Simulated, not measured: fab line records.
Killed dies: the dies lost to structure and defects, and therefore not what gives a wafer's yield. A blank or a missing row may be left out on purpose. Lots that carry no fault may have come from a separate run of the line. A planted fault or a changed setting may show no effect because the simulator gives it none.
fab line records	flow berkeley_cmos170
record: lots: 5	wafers: 27
route steps=331 shown ZERO@12 ACTIVE@75 SCREENOX@101 SPACER@171 CONTACT@217 V1@254
start_h: hours from the record's opening day to when the first of the lot's shown wafers began	wait_h: time in hours since the lot's previous step	" the same as in the row above	L1.1+2: one row covering several wafers at once	- no value, or no start was given	* or withheld: withheld	< > ~ a bound
route shown NAME@n: names a module that has steps shown in the file, with the first one's number in the route	usual: mean/standard deviation of fault-free wafers	same: alike in all rows	chamber/n: place in a boat	sites: per-site readings	_std_site: the standard deviation of these	_edge_site: outer sites' mean less inner sites'	radius_mm: for every site, how far away it sits from the centre of the wafer	mask NAME#n: copy n	behind: the most recent tool/chamber to have shaped the wafer	hold: reason for holding the lot/hours on hold/outcome of the hold	device: the n, p or np transistor that did not switch	end of line: tests run on the same wafers once the route is complete	for a step that has no rows: nothing shown but its recipe	killed: at the first sort, the dies lost to defects and structure; wafer yield is something else	map: per-die view of a wafer (x killed, . not killed, _ where there is no die)
set.NAME: the setting the step ran with; set.NAME@STEP: the setting that earlier step ran with	model.NAME: the simulator's own value behind a step, which no gauge read
lots run with intentionally changed settings; tables by step, rows by wafer
== steps ==
step: UCB170_ZERO_ETCH_06
recipe: chemistry: CHF3/CF4/Ar	target: SiO2	time_s: 12	pressure_mtorr: 100	rf_w: 500	CHF3_flow_sccm: 50	cf4_flow_sccm: 10	Ar_flow_sccm: 120	over_etch_frac: 1.58
usual: oes_product_au: 0.620/0.0082
lot.wafer	tool	chamber	start_h	wait_h	set.time_s	oes_product_au
L075.2	rie_diel-01	1	32.39	-	12	0.605
L075.3	"	3	"	"	12	0.619
L075.4	"	2	"	"	12	0.609
L076.1	rie_diel-02	3	32.67	-	12	0.619
L076.2	"	1	"	"	12	0.621
L076.3	"	2	"	"	12	0.621
L076.4	"	3	"	"	12	0.613
L076.5	"	2	"	"	12	0.627
L076.6	"	1	"	"	12	0.622
L078.1	rie_diel-02	1	37.44	-	17.68	0.558
L078.2	"	3	"	"	17.68	0.561
L078.3	"	2	"	"	12	0.625
L078.4	"	2	"	"	12	0.618
L078.5	"	1	"	"	17.68	0.562
L078.6	"	3	"	"	12	0.611
L081.1	rie_diel-04	0	55.42	-	12	0.627
L081.2	"	3	"	"	12	0.630
L081.3	"	2	"	"	18.68	0.558
L081.4	"	2	"	"	12	0.610
L081.5	"	3	"	"	18.68	0.566
L081.6	"	0	"	"	18.68	0.566
L085.1	rie_diel-01	3	74.68	-	12	0.621
L085.2	"	1	"	"	12	0.600
L085.3	"	0	"	"	5.895	0.879
L085.4	"	2	"	"	12	0.611
L085.5	"	1	"	"	5.895	0.852
L085.6	"	0	"	"	5.895	0.878
step: UCB170_ZERO_STRIP_07
recipe: chemistry: O2	power_w: 400	pressure_mtorr: 3500	platen_temp_c: withheld	o2_flow_sccm: 400	overash_fraction: 0.5
usual: strip_time_to_endpoint_s: 21.49/0.055
lot.wafer	tool	chamber	start_h	wait_h	set.time_s@ZERO_ETCH_06	strip_time_to_endpoint_s
L075.2	plasma_asher-04	0	32.42	0.0	12	21.42
L075.3	"	1	"	"	12	21.52
L075.4	"	0	"	"	12	21.49
L076.1	plasma_asher-04	1	32.69	0.0	12	21.47
L076.2	"	0	"	"	12	21.48
L076.3	"	1	"	"	12	21.46
L076.4	"	0	"	"	12	21.53
L076.5	"	1	"	"	12	21.49
L076.6	"	0	"	"	12	21.57
L078.1	plasma_asher-02	1	37.47	0.0	17.68	21.35
L078.2	"	0	"	"	17.68	21.35
L078.3	"	0	"	"	12	21.57
L078.4	"	1	"	"	12	21.54
L078.5	"	1	"	"	17.68	21.33
L078.6	"	0	"	"	12	21.54
L081.1	plasma_asher-04	1	55.44	0.0	12	21.56
L081.2	"	0	"	"	12	21.53
L081.3	"	0	"	"	18.68	21.33
L081.4	"	1	"	"	12	21.59
L081.5	"	0	"	"	18.68	21.27
L081.6	"	1	"	"	18.68	21.41
L085.1	plasma_asher-01	0	74.70	0.0	12	21.50
L085.2	"	1	"	"	12	21.58
L085.3	"	1	"	"	5.895	21.63
L085.4	"	0	"	"	12	21.50
L085.5	"	1	"	"	5.895	21.65
L085.6	"	0	"	"	5.895	21.63
step: UCB170_ACTIVE_ETCH_15
recipe: chemistry: CH3F/Ar/O2	target: Si3N4	stop_on: SiO2	CH3F_flow_sccm: 20	Ar_flow_sccm: 50	O2_flow_sccm: 7	pressure_mtorr: 50	rf_w: 450	target_depth_a: 2420	over_etch_frac: 0.1	time_s: 151
lot.wafer	tool	chamber	start_h	wait_h	set.time_s	model.SiO2_of_ACTIVE_OXIDATION_02.thk_nm	model.KrF_of_ACTIVE_COAT_08.thk_nm
L075.2	rie_diel-01	3	96.55	0.0	151	22.11	725.3
L075.3	"	2	"	"	151	21.68	728.6
L075.4	"	3	"	"	151	21.79	724.9
L076.1	rie_diel-01	2	103.28	0.0	224.7	1.615	642.8
L076.2	"	1	"	"	224.7	1.588	645.9
L076.3	"	3	"	"	151	21.97	722
L076.4	"	1	"	"	224.7	1.796	642.2
L076.5	"	3	"	"	151	21.5	720.5
L076.6	"	2	"	"	151	21.25	720.7
L078.1	rie_diel-01	1	103.88	0.0	151	22.14	720.8
L078.2	"	3	"	"	110	23.58	765
L078.3	"	2	"	"	110	23.48	763.8
L078.4	"	2	"	"	151	21.83	717.8
L078.5	"	3	"	"	110	23.78	767.6
L078.6	"	1	"	"	151	22.36	722.3
L081.1	rie_diel-02	0	132.64	0.0	151	21.77	724.7
L081.2	"	1	"	"	151	22.77	725.1
L081.3	"	2	"	"	151	22.1	727
L081.4	"	3	"	"	151	22.25	728.4
L081.5	"	1	"	"	151	21.94	729.2
L081.6	"	0	"	"	151	21.52	724.9
L085.1	rie_diel-02	2	166.74	0.0	121.1	24.3	753.1
L085.2	"	0	"	"	121.1	24.33	751.1
L085.3	"	3	"	"	151	23.06	721
L085.4	"	1	"	"	151	23.88	722.9
L085.5	"	1	"	"	151	23.45	723.3
L085.6	"	2	"	"	121.1	24.55	752.9
step: UCB170_ACTIVE_STRIP_16
recipe: chemistry: O2	power_w: 400	pressure_mtorr: 3500	platen_temp_c: withheld	o2_flow_sccm: 400	overash_fraction: 0.5
usual: strip_time_to_endpoint_s: 18.07/0.066
lot.wafer	tool	chamber	start_h	wait_h	set.time_s@ACTIVE_ETCH_15	strip_time_to_endpoint_s
L075.2	plasma_asher-04	1	96.65	0.1	151	18.11
L075.3	"	1	"	"	151	18.19
L075.4	"	0	"	"	151	18.11
L076.1	plasma_asher-03	1	103.38	0.1	224.7	16.13
L076.2	"	0	"	"	224.7	16.18
L076.3	"	1	"	"	151	18.03
L076.4	"	0	"	"	224.7	16.11
L076.5	"	1	"	"	151	17.99
L076.6	"	0	"	"	151	18.00
L078.1	plasma_asher-03	1	103.98	0.1	151	18.01
L078.2	"	0	"	"	110	19.05
L078.3	"	1	"	"	110	19.03
L078.4	"	0	"	"	151	17.92
L078.5	"	0	"	"	110	19.13
L078.6	"	1	"	"	151	18.04
L081.1	plasma_asher-04	0	132.74	0.1	151	18.09
L081.2	"	1	"	"	151	18.10
L081.3	"	0	"	"	151	18.14
L081.4	"	1	"	"	151	18.17
L081.5	"	1	"	"	151	18.18
L081.6	"	0	"	"	151	18.09
L085.1	plasma_asher-03	0	166.85	0.1	121.1	18.78
L085.2	"	1	"	"	121.1	18.71
L085.3	"	0	"	"	151	18.01
L085.4	"	1	"	"	151	18.06
L085.5	"	0	"	"	151	18.07
L085.6	"	1	"	"	121.1	18.77
step: UCB170_SCREENOX_OXIDATION_01
recipe: temp_c: 900	ambient: O2	target_thk_a: 144	ox_time_s: 2400
lot.wafer	tool	chamber	start_h	wait_h	set.ox_time_s	model.SiO2_of_SCREENOX_OXIDATION_01.thk_nm
L075.2	furnace-02	0	135.38	6.5	2400	14.63
L075.3	"	0	"	"	2400	14.58
L075.4	"	0	"	"	2400	14.83
L076.1	-	-	-	7.0	3215	17.23
L076.2	"	-	"	"	3215	17.49
L076.3	"	-	"	"	3215	17.5
L076.4	"	-	"	"	3215	17.35
L076.5	"	-	"	"	3215	17.29
L076.6	"	-	"	"	3215	17.52
L078.1	-	-	-	7.1	1399	9.457
L078.2	"	-	"	"	1399	9.193
L078.3	"	-	"	"	1399	9.448
L078.4	"	-	"	"	1399	9.63
L078.5	"	-	"	"	1399	9.381
L078.6	"	-	"	"	1399	9.25
L081.1	-	-	-	6.6	3285	18.97
L081.2	"	-	"	"	3285	19.06
L081.3	"	-	"	"	3285	18.81
L081.4	"	-	"	"	3285	18.53
L081.5	"	-	"	"	3285	18.59
L081.6	"	-	"	"	3285	18.85
L085.1	-	-	-	7.8	1247	8.67
L085.2	"	-	"	"	1247	8.996
L085.3	"	-	"	"	1247	8.824
L085.4	"	-	"	"	1247	8.935
L085.5	"	-	"	"	1247	8.835
L085.6	"	-	"	"	1247	8.939
step: UCB170_SCREENOX_THK_MEAS_02
recipe: reads: SiO2_of_SCREENOX_OXIDATION_01
usual: SCREENOX_OXIDE_THK: 14.5/0.41
lot.wafer	tool	chamber	start_h	wait_h	set.ox_time_s@SCREENOX_OXIDATION_01	SCREENOX_OXIDE_THK[nm]
L075.2	film_metro-02	-	137.05	0.0	2400	14.7
L075.3	"	-	"	"	2400	14.6
L075.4	"	-	"	"	2400	14.8
L078.1	film_metro-01	-	-	-	1399	9.5
L078.2	"	-	"	"	1399	9.2
L078.3	"	-	"	"	1399	9.4
L078.4	"	-	"	"	1399	9.7
L078.5	"	-	"	"	1399	9.4
L078.6	"	-	"	"	1399	9.2
L076.1	film_metro-02	-	-	-	3215	17.3
L076.2	"	-	"	"	3215	17.5
L076.3	"	-	"	"	3215	17.5
L076.4	"	-	"	"	3215	17.3
L076.5	"	-	"	"	3215	17.3
L076.6	"	-	"	"	3215	17.5
L081.1	film_metro-04	-	-	-	3285	19.0
L081.2	"	-	"	"	3285	19.1
L081.3	"	-	"	"	3285	18.8
L081.4	"	-	"	"	3285	18.6
L081.5	"	-	"	"	3285	18.6
L081.6	"	-	"	"	3285	18.9
L085.1	film_metro-04	-	-	-	1247	8.7
L085.2	"	-	"	"	1247	9.0
L085.3	"	-	"	"	1247	8.9
L085.4	"	-	"	"	1247	8.9
L085.5	"	-	"	"	1247	8.9
L085.6	"	-	"	"	1247	8.9
step: UCB170_SPACER_CVD_00
recipe: material: SiO2	target_thk_nm: 376	temp_c: 390	precursor: TEOS/O2	time_s: 47	rf_w: 550	pressure_mtorr: 9000
lot.wafer	tool	chamber	start_h	wait_h	set.time_s	model.SiO2_of_SPACER_CVD_00.thk_nm
L075.2	pecvd-02	1	171.60	0.0	47	374.6
L075.3	"	2	"	"	47	374.9
L075.4	"	0	"	"	47	376.4
L078.1	pecvd-04	0	191.50	0.0	47	369.2
L078.2	"	1	"	"	47	373.6
L078.3	"	2	"	"	47	375.4
L078.4	"	1	"	"	47	380.3
L078.5	"	0	"	"	47	377.4
L078.6	"	2	"	"	47	383.8
L076.1	pecvd-03	2	191.94	0.0	47	373.1
L076.2	"	1	"	"	32.53	258.2
L076.3	"	0	"	"	32.53	263.2
L076.4	"	2	"	"	47	386.4
L076.5	"	0	"	"	47	381.6
L076.6	"	1	"	"	32.53	261.2
L081.1	pecvd-04	1	203.47	0.0	47	370.8
L081.2	"	0	"	"	47	372.8
L081.3	"	2	"	"	72.69	576.6
L081.4	"	1	"	"	72.69	581.5
L081.5	"	0	"	"	47	378.1
L081.6	"	2	"	"	72.69	587.2
L085.1	pecvd-02	2	239.93	0.0	69.33	550.8
L085.2	"	0	"	"	69.33	547.6
L085.3	"	1	"	"	47	374.9
L085.4	"	2	"	"	47	380.8
L085.5	"	0	"	"	69.33	554.8
L085.6	"	1	"	"	47	380
step: UCB170_SPACER_THK_MEAS_01
recipe: reads: SiO2_of_SPACER_CVD_00
usual: SPACER_TEOS_THK: 375/5
lot.wafer	tool	chamber	start_h	wait_h	set.time_s@SPACER_CVD_00	SPACER_TEOS_THK[nm]
L075.2	film_metro-01	-	171.65	0.0	47	375
L075.3	"	-	"	"	47	375
L075.4	"	-	"	"	47	377
L078.1	film_metro-03	-	191.55	0.0	47	369
L078.2	"	-	"	"	47	373
L078.3	"	-	"	"	47	376
L078.4	"	-	"	"	47	380
L078.5	"	-	"	"	47	377
L078.6	"	-	"	"	47	384
L076.1	film_metro-03	-	191.99	0.0	47	373
L076.2	"	-	"	"	32.53	258
L076.3	"	-	"	"	32.53	263
L076.4	"	-	"	"	47	387
L076.5	"	-	"	"	47	382
L076.6	"	-	"	"	32.53	261
L081.1	film_metro-03	-	203.51	0.0	47	371
L081.2	"	-	"	"	47	373
L081.3	"	-	"	"	72.69	576
L081.4	"	-	"	"	72.69	582
L081.5	"	-	"	"	47	378
L081.6	"	-	"	"	72.69	587
L085.1	film_metro-03	-	239.97	0.0	69.33	551
L085.2	"	-	"	"	69.33	548
L085.3	"	-	"	"	47	375
L085.4	"	-	"	"	47	381
L085.5	"	-	"	"	69.33	554
L085.6	"	-	"	"	47	380
step: UCB170_SPACER_ANNEAL_02
recipe: temp_c: 900	time_s: 1800	ambient: N2
step: UCB170_SPACER_ETCHBACK_03
recipe: stop_on: Si	target: SiO2	chemistry: CHF3/CF4/Ar	CHF3_flow_sccm: 50	cf4_flow_sccm: 10	Ar_flow_sccm: 120	pressure_mtorr: 200	rf_w: 500	target_depth_a: 3760	time_s: 100
lot.wafer	tool	chamber	start_h	wait_h	set.time_s@SPACER_CVD_00	model.etch.depth_nm
L075.2	rie_diel-02	1	178.57	0.0	47	374.6
L075.3	"	3	"	"	47	374.9
L075.4	"	2	"	"	47	376.4
L078.1	rie_diel-04	1	196.54	0.0	47	369.2
L078.2	"	3	"	"	47	373.6
L078.3	"	2	"	"	47	375.4
L078.4	"	0	"	"	47	380.3
L078.5	"	2	"	"	47	377.4
L078.6	"	3	"	"	47	383.8
L076.1	rie_diel-04	3	196.61	0.1	47	373.1
L076.2	"	0	"	"	32.53	258.2
L076.3	"	1	"	"	32.53	263.2
L076.4	"	2	"	"	47	386.4
L076.5	"	1	"	"	47	381.6
L076.6	"	2	"	"	32.53	261.2
L081.1	rie_diel-04	3	211.59	0.0	47	370.8
L081.2	"	1	"	"	47	372.8
L081.3	"	0	"	"	72.69	432.4
L081.4	"	2	"	"	72.69	422.6
L081.5	"	0	"	"	47	378.1
L081.6	"	3	"	"	72.69	426.1
L085.1	rie_diel-03	1	245.74	0.0	69.33	433.4
L085.2	"	2	"	"	69.33	426
L085.3	"	0	"	"	47	374.9
L085.4	"	3	"	"	47	380.8
L085.5	"	2	"	"	69.33	424.9
L085.6	"	3	"	"	47	380
step: UCB170_CONTACT_CVD_01
recipe: material: PSG	target_thk_nm: 700	temp_c: 450	precursor: SiH4/O2/PH3	time_s: 2820	pressure_mtorr: 300	sih4_flow_sccm: 60	o2_flow_sccm: 90	ph3_flow_sccm: 25
lot.wafer	tool	chamber	start_h	wait_h	set.time_s	model.PSG_of_CONTACT_CVD_01.thk_nm
L075.2	lpcvd-02	1	190.07	0.0	2820	695.7
L075.3	"	1	"	"	2820	698.6
L075.4	"	1	"	"	2820	703.6
L078.1	-	-	-	0.0	2820	681.6
L078.2	"	-	"	"	2820	690.4
L078.3	"	-	"	"	2820	688.5
L078.4	"	-	"	"	2820	686.6
L078.5	"	-	"	"	2820	687
L078.6	"	-	"	"	2820	686.7
L076.1+4+5	-	-	-	0.6	4406	1111
L076.2	"	-	"	"	4406	1107
L076.3	"	-	"	"	4406	1108
L076.6	"	-	"	"	4406	1104
L081.1	-	-	-	1.4	2324	584.6
L081.2	"	-	"	"	2324	578.4
L081.3	"	-	"	"	2324	579.2
L081.4	"	-	"	"	2324	580.6
L081.5	"	-	"	"	2324	577.9
L081.6	"	-	"	"	2324	580.7
L085.1	-	-	-	0.0	3957	981.4
L085.2	"	-	"	"	3957	975.4
L085.3	"	-	"	"	3957	977.5
L085.4	"	-	"	"	3957	980.5
L085.5	"	-	"	"	3957	978.7
L085.6	"	-	"	"	3957	977.8
step: UCB170_CONTACT_THK_MEAS_02
recipe: reads: PSG_of_CONTACT_CVD_01
usual: CONTACT_PSG_THK: 697/8.2
lot.wafer	tool	chamber	start_h	wait_h	set.time_s@CONTACT_CVD_01	CONTACT_PSG_THK[nm]
L075.2	film_metro-04	-	191.87	0.0	2820	695
L075.3	"	-	"	"	2820	699
L075.4	"	-	"	"	2820	703
L078.1	film_metro-02	-	-	-	2820	681
L078.2	"	-	"	"	2820	690
L078.3	"	-	"	"	2820	689
L078.4	"	-	"	"	2820	687
L078.5	"	-	"	"	2820	687
L078.6	"	-	"	"	2820	687
L076.1	film_metro-03	-	-	-	4406	1111
L076.2	"	-	"	"	4406	1106
L076.3	"	-	"	"	4406	1107
L076.4	"	-	"	"	4406	1111
L076.5	"	-	"	"	4406	1111
L076.6	"	-	"	"	4406	1104
L081.1	film_metro-03	-	-	-	2324	584
L081.2	"	-	"	"	2324	578
L081.3	"	-	"	"	2324	579
L081.4	"	-	"	"	2324	581
L081.5	"	-	"	"	2324	578
L081.6	"	-	"	"	2324	581
L085.1	film_metro-02	-	-	-	3957	982
L085.2	"	-	"	"	3957	975
L085.3	"	-	"	"	3957	978
L085.4	"	-	"	"	3957	980
L085.5	"	-	"	"	3957	979
L085.6	"	-	"	"	3957	978
step: UCB170_CONTACT_HMDS_03
recipe: prime_time_s: 60	prime_temp_c: 100
step: UCB170_CONTACT_COAT_04
recipe: resist: KrF	spin_rpm: 1500	resist_thk_nm: 900
step: UCB170_CONTACT_ETCH_17
recipe: chemistry: N2/H2	target_depth_a: withheld	overetch_a: withheld	target: BARC	time_s: withheld	source_w: 500	bias_w: 100	pressure_mtorr: 30	n2_flow_sccm: 100	h2_flow_sccm: 200
step: UCB170_CONTACT_ETCH_18
recipe: chemistry: CHF3/CF4/Ar	target: PSG	stop_on: TiSi2	CHF3_flow_sccm: 45	cf4_flow_sccm: 15	Ar_flow_sccm: 150	pressure_mtorr: 200	rf_w: 700	target_depth_a: 8400	over_etch_frac: 0.2	time_s: 195
usual: oes_product_au: 0.891/0.013
lot.wafer	tool	chamber	start_h	wait_h	set.time_s@CONTACT_CVD_01	oes_product_au	model.CONTACT.feature_depth_nm	model.etch.depth_nm
L075.2	rie_diel-01	2	-	-	2820	0.888	695.7	695.7
L075.3	"	3	"	"	2820	0.897	698.6	698.6
L075.4	"	0	"	"	2820	0.904	703.6	703.6
L078.1	rie_diel-04	0	-	-	2820	0.902	681.6	681.6
L078.2	"	1	"	"	2820	0.872	690.4	690.4
L078.3	"	2	"	"	2820	0.889	688.5	688.5
L078.4	"	3	"	"	2820	0.891	686.6	686.6
L078.5	"	3	"	"	2820	0.910	687	687
L078.6	"	2	"	"	2820	0.889	686.7	686.7
L076.1	rie_diel-03	1	-	-	4406	1.006	838.1	838.1
L076.2	"	0	"	"	4406	1.007	833	833
L076.3	"	2	"	"	4406	0.987	829.7	829.7
L076.4	"	3	"	"	4406	0.977	840.8	840.8
L076.5	"	1	"	"	4406	1.016	848.1	848.1
L076.6	"	2	"	"	4406	0.994	834.5	834.5
L081.1	rie_diel-01	2	-	-	2324	0.813	584.6	584.6
L081.2	"	3	"	"	2324	0.801	578.4	578.4
L081.3	"	1	"	"	2324	0.784	579.2	579.2
L081.4	"	0	"	"	2324	0.821	580.6	580.6
L081.5	"	2	"	"	2324	0.803	577.9	577.9
L081.6	"	3	"	"	2324	0.806	580.7	580.7
L085.1	rie_diel-03	1	-	-	3957	1.014	847.3	847.3
L085.2	"	3	"	"	3957	0.989	850.5	850.5
L085.3	"	0	"	"	3957	1.004	822.5	822.5
L085.4	"	2	"	"	3957	0.989	832.9	832.9
L085.5	"	3	"	"	3957	0.995	847.7	847.7
L085.6	"	2	"	"	3957	0.989	832.1	832.1
step: UCB170_V1_CVD_00
recipe: material: SiO2	target_thk_nm: 2000	temp_c: 390	precursor: TEOS/O2	time_s: 250	rf_w: 550	pressure_mtorr: 9000
lot.wafer	tool	chamber	start_h	wait_h	set.time_s	model.SiO2_of_V1_CVD_00.thk_nm
L075.2	pecvd-03	2	198.81	0.0	250	2004
L075.3	"	0	"	"	250	1982
L075.4	"	2	"	"	250	2055
L078.1	pecvd-04	0	211.30	0.0	250	1972
L078.2	"	1	"	"	398.9	3164
L078.3+6	"	1	"	"	398.9	3203
L078.4	"	0	"	"	250	2023
L078.5	"	0	"	"	250	2036
L076.1	pecvd-03	1	213.97	0.0	250	1969
L076.2	"	0	"	"	250	1964
L076.3	"	2	"	"	250	2017
L076.4	"	2	"	"	343	2790
L076.5	"	1	"	"	343	2757
L076.6	"	0	"	"	343	2760
L081.1	pecvd-03	0	229.99	0.0	250	1964
L081.2	"	2	"	"	390.6	3086
L081.3	"	1	"	"	250	1957
L081.4	"	1	"	"	250	1968
L081.5	"	0	"	"	390.6	3133
L081.6	"	2	"	"	390.6	3126
L085.1	pecvd-01	0	263.62	0.0	307.9	2445
L085.2+4	"	2,0	"	"	250	2013
L085.3	"	1	"	"	307.9	2472
L085.5	"	2	"	"	250	2030
L085.6	"	1	"	"	307.9	2480
step: UCB170_V1_THK_MEAS_01
recipe: reads: SiO2_of_V1_CVD_00
usual: V1_TEOS_THK: 2005/24
lot.wafer	tool	chamber	start_h	wait_h	set.time_s@V1_CVD_00	V1_TEOS_THK[nm]
L075.2	film_metro-03	-	198.98	0.1	250	2004
L075.3	"	-	"	"	250	1981
L075.4	"	-	"	"	250	2055
L078.1	film_metro-01	-	211.54	0.2	250	1974
L078.2	"	-	"	"	398.9	3165
L078.3	"	-	"	"	398.9	3202
L078.4	"	-	"	"	250	2023
L078.5	"	-	"	"	250	2037
L078.6	"	-	"	"	398.9	3203
L076.1	film_metro-03	-	214.13	0.1	250	1969
L076.2	"	-	"	"	250	1964
L076.3	"	-	"	"	250	2018
L076.4	"	-	"	"	343	2790
L076.5	"	-	"	"	343	2759
L076.6	"	-	"	"	343	2760
L081.1	film_metro-02	-	230.15	0.1	250	1963
L081.2	"	-	"	"	390.6	3085
L081.3	"	-	"	"	250	1956
L081.4	"	-	"	"	250	1968
L081.5	"	-	"	"	390.6	3134
L081.6	"	-	"	"	390.6	3126
L085.1	film_metro-01	-	263.78	0.1	307.9	2446
L085.2	"	-	"	"	250	2013
L085.3	"	-	"	"	307.9	2471
L085.4	"	-	"	"	250	2013
L085.5	"	-	"	"	250	2028
L085.6	"	-	"	"	307.9	2479
== key ==
split: step: UCB170_ZERO_ETCH_06	setting: time_s	stated: 12	by: wafer
response: step: UCB170_ZERO_ETCH_06	reading: oes_product_au	shape: bent	at_lowest: 0.870	at_stated: 0.617	at_highest: 0.563
response: step: UCB170_ZERO_STRIP_07	reading: strip_time_to_endpoint_s	change: *	per: 1%	r: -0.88
split: step: UCB170_ACTIVE_ETCH_15	setting: time_s	stated: 151	by: wafer
response: step: UCB170_ACTIVE_ETCH_15	reading: model.SiO2_of_ACTIVE_OXIDATION_02.thk_nm	change: -0.294	per: 1%	r: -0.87
response: step: UCB170_ACTIVE_ETCH_15	reading: model.KrF_of_ACTIVE_COAT_08.thk_nm	change: -1.59	per: 1%	r: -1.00
response: step: UCB170_ACTIVE_STRIP_16	reading: strip_time_to_endpoint_s	change: *	per: 1%	r: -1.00
split: step: UCB170_SCREENOX_OXIDATION_01	setting: ox_time_s	stated: 2400	by: lot
response: step: UCB170_SCREENOX_OXIDATION_01	reading: model.SiO2_of_SCREENOX_OXIDATION_01.thk_nm	change: +0.112	per: 1%	r: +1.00
response: step: UCB170_SCREENOX_THK_MEAS_02	reading: SCREENOX_OXIDE_THK	change: +0.112	per: 1%	r: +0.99
split: step: UCB170_SPACER_CVD_00	setting: time_s	stated: 47	by: wafer
response: step: UCB170_SPACER_CVD_00	reading: model.SiO2_of_SPACER_CVD_00.thk_nm	change: +3.75	per: 1%	r: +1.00
response: step: UCB170_SPACER_THK_MEAS_01	reading: SPACER_TEOS_THK	change: +3.75	per: 1%	r: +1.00
response: step: UCB170_SPACER_ETCHBACK_03	reading: model.etch.depth_nm	shape: bent	at_lowest: 260.9	at_stated: 376.9	at_highest: 427
split: step: UCB170_CONTACT_CVD_01	setting: time_s	stated: 2820	by: lot
response: step: UCB170_CONTACT_CVD_01	reading: model.PSG_of_CONTACT_CVD_01.thk_nm	change: +7.17	per: 1%	r: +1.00
response: step: UCB170_CONTACT_THK_MEAS_02	reading: CONTACT_PSG_THK	change: +7.16	per: 1%	r: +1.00
response: step: UCB170_CONTACT_ETCH_18	reading: oes_product_au	change: +0.00256	per: 1%	r: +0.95
response: step: UCB170_CONTACT_ETCH_18	reading: model.CONTACT.feature_depth_nm	change: +3.48	per: 1%	r: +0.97
response: step: UCB170_CONTACT_ETCH_18	reading: model.etch.depth_nm	change: +3.48	per: 1%	r: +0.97
split: step: UCB170_V1_CVD_00	setting: time_s	stated: 250	by: wafer
response: step: UCB170_V1_CVD_00	reading: model.SiO2_of_V1_CVD_00.thk_nm	change: +20.2	per: 1%	r: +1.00
response: step: UCB170_V1_THK_MEAS_01	reading: V1_TEOS_THK	change: +20.2	per: 1%	r: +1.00
